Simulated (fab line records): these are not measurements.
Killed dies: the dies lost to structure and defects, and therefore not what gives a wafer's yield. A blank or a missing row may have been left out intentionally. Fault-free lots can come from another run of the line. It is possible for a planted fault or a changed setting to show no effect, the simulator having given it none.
The tool behind it: which one? || flow berkeleyCmos170 || 14 lots, 42 wafers sampled, at 5 steps of a route of 331

WHAT EACH GAUGE READ, for each wafer
UCB170_V2_CD_MEAS_12: the cd target is 700 nm.
{"lot": "L194", "measured": "day 7 21:34", "on": "cdSem-02", "cdNm (nm)": "700.9 701.7 701.3"}
{"lot": "L193", "measured": "day 7 22:03", "on": "cdSem-01", "cdNm (nm)": "699.8 698.9 698.8"}
{"lot": "L195", "measured": "day 8 05:06", "on": "cdSem-01", "cdNm (nm)": "701.1 701.3 702.9"}
{"lot": "L196", "measured": "day 8 11:59", "on": "cdSem-01", "cdNm (nm)": "701.2 701.3 700.4"}
{"lot": "L198", "measured": "day 8 17:29", "on": "cdSem-01", "cdNm (nm)": "703.0 701.5 702.2"}
{"lot": "L197", "measured": "day 8 17:09", "on": "cdSem-02", "cdNm (nm)": "700.0 699.4 701.3"}
{"lot": "L200", "measured": "day 9 05:34", "on": "cdSem-02", "cdNm (nm)": "702.8 703.2 700.0"}
{"lot": "L206", "measured": "day 10 14:18", "on": "cdSem-02", "cdNm (nm)": "711.9 712.0 712.5"}
{"lot": "L207", "measured": "day 10 14:25", "on": "cdSem-02", "cdNm (nm)": "699.7 698.5 699.6"}
{"lot": "L208", "measured": "day 10 14:01", "on": "cdSem-01", "cdNm (nm)": "710.8 711.4 710.3"}
{"lot": "L210", "measured": "day 11 10:02", "on": "cdSem-02", "cdNm (nm)": "701.2 701.6 699.9"}
{"lot": "L212", "measured": "day 11 10:55", "on": "cdSem-02", "cdNm (nm)": "697.4 699.9 700.6"}
{"lot": "L215", "measured": "day 12 02:59", "on": "cdSem-01", "cdNm (nm)": "701.2 699.8 700.4"}
{"lot": "L216", "measured": "day 12 08:24", "on": "cdSem-01", "cdNm (nm)": "699.0 698.0 699.7"}

UCB170_M3_CD_MEAS_15: the cd target is 700 nm.
{"lot": "L194", "measured": "day 8 00:02", "on": "cdSem-01", "cdNm (nm)": "700.7 702.2 702.8"}
{"lot": "L193", "measured": "day 8 00:30", "on": "cdSem-02", "cdNm (nm)": "698.6 699.1 699.9"}
{"lot": "L195", "measured": "day 8 07:41", "on": "cdSem-02", "cdNm (nm)": "701.3 700.7 699.0"}
{"lot": "L196", "measured": "day 8 15:25", "on": "cdSem-01", "cdNm (nm)": "698.7 697.4 697.9"}
{"lot": "L198", "measured": "day 8 19:57", "on": "cdSem-01", "cdNm (nm)": "700.4 701.2 701.8"}
{"lot": "L197", "measured": "day 8 19:37", "on": "cdSem-02", "cdNm (nm)": "698.8 698.5 697.8"}
{"lot": "L200", "measured": "day 9 09:04", "on": "cdSem-01", "cdNm (nm)": "697.1 696.7 697.4"}
{"lot": "L206", "measured": "day 10 18:31", "on": "cdSem-02", "cdNm (nm)": "702.4 703.5 704.0"}
{"lot": "L207", "measured": "day 10 18:41", "on": "cdSem-02", "cdNm (nm)": "699.3 698.4 698.9"}
{"lot": "L208", "measured": "day 10 17:24", "on": "cdSem-01", "cdNm (nm)": "698.9 699.6 698.8"}
{"lot": "L210", "measured": "day 11 13:47", "on": "cdSem-01", "cdNm (nm)": "700.5 699.9 699.0"}
{"lot": "L212", "measured": "day 11 14:50", "on": "cdSem-02", "cdNm (nm)": "700.7 698.3 698.6"}
{"lot": "L215", "measured": "day 12 05:53", "on": "cdSem-02", "cdNm (nm)": "702.0 702.2 701.8"}
{"lot": "L216", "measured": "day 12 11:14", "on": "cdSem-01", "cdNm (nm)": "698.8 697.4 699.1"}

UCB170_M3_CD_MEAS_90: the cd target is 700 nm.
{"lot": "L194", "measured": "day 8 00:33", "on": "cdSem-01", "cdNm (nm)": "703 696 694"}
{"lot": "L193", "measured": "day 8 01:01", "on": "cdSem-01", "cdNm (nm)": "699 697 703"}
{"lot": "L195", "measured": "day 8 08:10", "on": "cdSem-01", "cdNm (nm)": "702 700 705"}
{"lot": "L196", "measured": "day 8 15:54", "on": "cdSem-01", "cdNm (nm)": "699 688 698"}
{"lot": "L198", "measured": "day 8 20:26", "on": "cdSem-02", "cdNm (nm)": "704 707 708"}
{"lot": "L197", "measured": "day 8 20:06", "on": "cdSem-01", "cdNm (nm)": "705 700 697"}
{"lot": "L200", "measured": "day 9 09:34", "on": "cdSem-02", "cdNm (nm)": "696 698 699"}
{"lot": "L206", "measured": "day 10 19:02", "on": "cdSem-01", "cdNm (nm)": "700 694 697"}
{"lot": "L207", "measured": "day 10 19:10", "on": "cdSem-01", "cdNm (nm)": "702 702 701"}
{"lot": "L208", "measured": "day 10 17:53", "on": "cdSem-02", "cdNm (nm)": "697 700 697"}
{"lot": "L210", "measured": "day 11 14:16", "on": "cdSem-01", "cdNm (nm)": "696 699 697"}
{"lot": "L212", "measured": "day 11 15:24", "on": "cdSem-02", "cdNm (nm)": "701 692 695"}
{"lot": "L215", "measured": "day 12 06:34", "on": "cdSem-01", "cdNm (nm)": "704 702 704"}
{"lot": "L216", "measured": "day 12 11:43", "on": "cdSem-01", "cdNm (nm)": "693 701 695"}

TOOL THAT RAN EACH LOT (tool first, then ch and the chambers of the sampled wafers, then the start)
{"lot": "L194", "UCB170_CONTACT_STRIP_06": "plasmaAsher-01 ch 0,1, day 7 05:02", "UCB170_V2_PEB_10": "lithoTrack-02 ch 0, day 7 21:17"}
{"lot": "L193", "UCB170_CONTACT_STRIP_06": "plasmaAsher-03 ch 0,1, day 7 05:36", "UCB170_V2_PEB_10": "lithoTrack-04 ch 0, day 7 21:47"}
{"lot": "L195", "UCB170_CONTACT_STRIP_06": "plasmaAsher-01 ch 0,1, day 7 13:30", "UCB170_V2_PEB_10": "lithoTrack-02 ch 0, day 8 04:50"}
{"lot": "L196", "UCB170_CONTACT_STRIP_06": "plasmaAsher-03 ch 0,1, day 7 18:02", "UCB170_V2_PEB_10": "lithoTrack-04 ch 0, day 8 11:43"}
{"lot": "L198", "UCB170_CONTACT_STRIP_06": "plasmaAsher-03 ch 0,1, day 8 00:52", "UCB170_V2_PEB_10": "lithoTrack-04 ch 0, day 8 17:13"}
{"lot": "L197", "UCB170_CONTACT_STRIP_06": "plasmaAsher-03 ch 0,1, day 8 01:26", "UCB170_V2_PEB_10": "lithoTrack-02 ch 0, day 8 16:52"}
{"lot": "L200", "UCB170_CONTACT_STRIP_06": "plasmaAsher-01 ch 0,1, day 8 10:47", "UCB170_V2_PEB_10": "lithoTrack-01 ch 0, day 9 05:17"}
{"lot": "L206", "UCB170_CONTACT_STRIP_06": "plasmaAsher-04 ch 0,1, day 9 17:50", "UCB170_V2_PEB_10": "lithoTrack-02 ch 0, day 10 14:01"}
{"lot": "L207", "UCB170_CONTACT_STRIP_06": "plasmaAsher-03 ch 0,1, day 9 17:50", "UCB170_V2_PEB_10": "lithoTrack-04 ch 0, day 10 14:04"}
{"lot": "L208", "UCB170_CONTACT_STRIP_06": "plasmaAsher-03 ch 0,1, day 9 21:32", "UCB170_V2_PEB_10": "lithoTrack-02 ch 0, day 10 13:45"}
{"lot": "L210", "UCB170_CONTACT_STRIP_06": "plasmaAsher-04 ch 0,1, day 10 15:40", "UCB170_V2_PEB_10": "lithoTrack-01 ch 0, day 11 09:46"}
{"lot": "L212", "UCB170_CONTACT_STRIP_06": "plasmaAsher-04 ch 0,1, day 10 18:59", "UCB170_V2_PEB_10": "lithoTrack-01 ch 0, day 11 10:38"}
{"lot": "L215", "UCB170_CONTACT_STRIP_06": "plasmaAsher-04 ch 0,1, day 11 10:22", "UCB170_V2_PEB_10": "lithoTrack-04 ch 0, day 12 02:32"}
{"lot": "L216", "UCB170_CONTACT_STRIP_06": "plasmaAsher-04 ch 0,1, day 11 14:58", "UCB170_V2_PEB_10": "lithoTrack-04 ch 0, day 12 08:08"}
- UCB170_CONTACT_STRIP_06: strips in O2.
- UCB170_V2_PEB_10

AS READ BY THE TOOLS THEMSELVES (means over the sampled wafers that have a number; for cases with no such wafer, the mark the record gives instead)
UCB170_CONTACT_STRIP_06.
{"lot": "L194", "tool": "plasmaAsher-01", "drypumpMotorCurrentA (A)": 5.99, "oesProductAu (a.u.)": 0.736, "stripTimeToEndpointS (s)": 22.24}
{"lot": "L193", "tool": "plasmaAsher-03", "drypumpMotorCurrentA (A)": 5.92, "oesProductAu (a.u.)": 0.731, "stripTimeToEndpointS (s)": 22.12}
{"lot": "L195", "tool": "plasmaAsher-01", "drypumpMotorCurrentA (A)": 5.84, "oesProductAu (a.u.)": 0.734, "stripTimeToEndpointS (s)": 22.11}
{"lot": "L196", "tool": "plasmaAsher-03", "drypumpMotorCurrentA (A)": 5.91, "oesProductAu (a.u.)": 0.737, "stripTimeToEndpointS (s)": 22.27}
{"lot": "L198", "tool": "plasmaAsher-03", "drypumpMotorCurrentA (A)": 5.92, "oesProductAu (a.u.)": 0.740, "stripTimeToEndpointS (s)": 22.20}
{"lot": "L197", "tool": "plasmaAsher-03", "drypumpMotorCurrentA (A)": 5.92, "oesProductAu (a.u.)": 0.732, "stripTimeToEndpointS (s)": 22.26}
{"lot": "L200", "tool": "plasmaAsher-01", "drypumpMotorCurrentA (A)": 5.83, "oesProductAu (a.u.)": 0.733, "stripTimeToEndpointS (s)": 22.28}
{"lot": "L206", "tool": "plasmaAsher-04", "drypumpMotorCurrentA (A)": 5.89, "oesProductAu (a.u.)": 0.731, "stripTimeToEndpointS (s)": 22.30}
{"lot": "L207", "tool": "plasmaAsher-03", "drypumpMotorCurrentA (A)": 5.91, "oesProductAu (a.u.)": 0.732, "stripTimeToEndpointS (s)": 22.19}
{"lot": "L208", "tool": "plasmaAsher-03", "drypumpMotorCurrentA (A)": 5.76, "oesProductAu (a.u.)": 0.735, "stripTimeToEndpointS (s)": 22.24}
{"lot": "L210", "tool": "plasmaAsher-04", "drypumpMotorCurrentA (A)": 5.90, "oesProductAu (a.u.)": 0.735, "stripTimeToEndpointS (s)": 22.25}
{"lot": "L212", "tool": "plasmaAsher-04", "drypumpMotorCurrentA (A)": 5.90, "oesProductAu (a.u.)": 0.736, "stripTimeToEndpointS (s)": 22.22}
{"lot": "L215", "tool": "plasmaAsher-04", "drypumpMotorCurrentA (A)": 6.11, "oesProductAu (a.u.)": 0.732, "stripTimeToEndpointS (s)": 22.24}
{"lot": "L216", "tool": "plasmaAsher-04", "drypumpMotorCurrentA (A)": 5.90, "oesProductAu (a.u.)": 0.733, "stripTimeToEndpointS (s)": 22.26}

UCB170_V2_PEB_10.
{"lot": "L194", "tool": "lithoTrack-02", "chillPlateTempC (C)": 22.97, "heaterPowerTotalW (W)": 56.81, "plateTempC (C)": 130.14}
{"lot": "L193", "tool": "lithoTrack-04", "chillPlateTempC (C)": 23.08, "heaterPowerTotalW (W)": 56.80, "plateTempC (C)": 129.99}
{"lot": "L195", "tool": "lithoTrack-02", "chillPlateTempC (C)": 22.95, "heaterPowerTotalW (W)": 56.80, "plateTempC (C)": 130.06}
{"lot": "L196", "tool": "lithoTrack-04", "chillPlateTempC (C)": 22.99, "heaterPowerTotalW (W)": 56.78, "plateTempC (C)": 130.04}
{"lot": "L198", "tool": "lithoTrack-04", "chillPlateTempC (C)": 22.99, "heaterPowerTotalW (W)": 56.83, "plateTempC (C)": 129.84}
{"lot": "L197", "tool": "lithoTrack-02", "chillPlateTempC (C)": 22.93, "heaterPowerTotalW (W)": 56.80, "plateTempC (C)": 130.02}
{"lot": "L200", "tool": "lithoTrack-01", "chillPlateTempC (C)": 22.90, "heaterPowerTotalW (W)": 56.79, "plateTempC (C)": 130.06}
{"lot": "L206", "tool": "lithoTrack-02", "chillPlateTempC (C)": 23.08, "heaterPowerTotalW (W)": 57.93, "plateTempC (C)": 132.23}
{"lot": "L207", "tool": "lithoTrack-04", "chillPlateTempC (C)": 23.10, "heaterPowerTotalW (W)": 56.82, "plateTempC (C)": 129.91}
{"lot": "L208", "tool": "lithoTrack-02", "chillPlateTempC (C)": 23.08, "heaterPowerTotalW (W)": 57.98, "plateTempC (C)": 132.03}
{"lot": "L210", "tool": "lithoTrack-01", "chillPlateTempC (C)": 22.97, "heaterPowerTotalW (W)": 56.82, "plateTempC (C)": 130.37}
{"lot": "L212", "tool": "lithoTrack-01", "chillPlateTempC (C)": 22.99, "heaterPowerTotalW (W)": 56.81, "plateTempC (C)": 129.93}
{"lot": "L215", "tool": "lithoTrack-04", "chillPlateTempC (C)": 23.09, "heaterPowerTotalW (W)": 56.86, "plateTempC (C)": 129.97}
{"lot": "L216", "tool": "lithoTrack-04", "chillPlateTempC (C)": 22.82, "heaterPowerTotalW (W)": 56.76, "plateTempC (C)": 129.81}

THE ANSWER, worked out from the rows above alone
Rule: what is usual is taken from the lots themselves. The widest of any qualifying gaps counts: lots, ordered by their means at a reading, are off when they make up no more than a third of the lots, leave a main group of 4 or more, and stand apart from it by 3 or more times the standard deviation of that group's means. The tables above print the reading to a certain number of digits; a main group whose means all agree to those digits is not used. A lot without any number at a reading at which 4 lots or more have one is off too. Where the step has rows for the other lots, those lots are counted as sound. First the gauges in route order, then the tools' own readings, where a lot's mean is used as printed above. The first step at which some lot is off is used, and at that step the reading that is off furthest; a lot without a number counts as furthest.
Off: L206, L208, at UCB170_V2_CD_MEAS_12 (cdNm). Mean 700.5 nm and standard deviation 1.1 in the main group.
A tool fits if, at a process step before that reading, it ran every lot that is off, and no sound lot after the first of them. Not tried: the gauges at UCB170_V2_CD_MEAS_12; whatever is off there is also off at UCB170_V2_PEB_10, on other tools, and gauge error can't account for it. One candidate fits, namely lithoTrack-02 at UCB170_V2_PEB_10. Its last sound lot is L197 (day 8 16:52), its first lot that is off L208 (day 10 13:45): a fault that began between those two fits.
The tool's own readings at UCB170_V2_PEB_10 bear it out: on the lots that are off they differ by more than 5 times the standard deviation of the sound lots' means. heaterPowerTotalW reads 57.95 W there against 56.81 W on the sound lots; plateTempC reads 132.13 C there against 130.01 C on the sound lots.

WHAT THE SIMULATOR HAD PUT IN
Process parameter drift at UCB170_V2_PEB_10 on lithoTrack-02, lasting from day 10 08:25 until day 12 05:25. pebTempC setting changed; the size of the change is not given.
Struck lots among those shown: L208, L206. The rule given above showed the same thing.
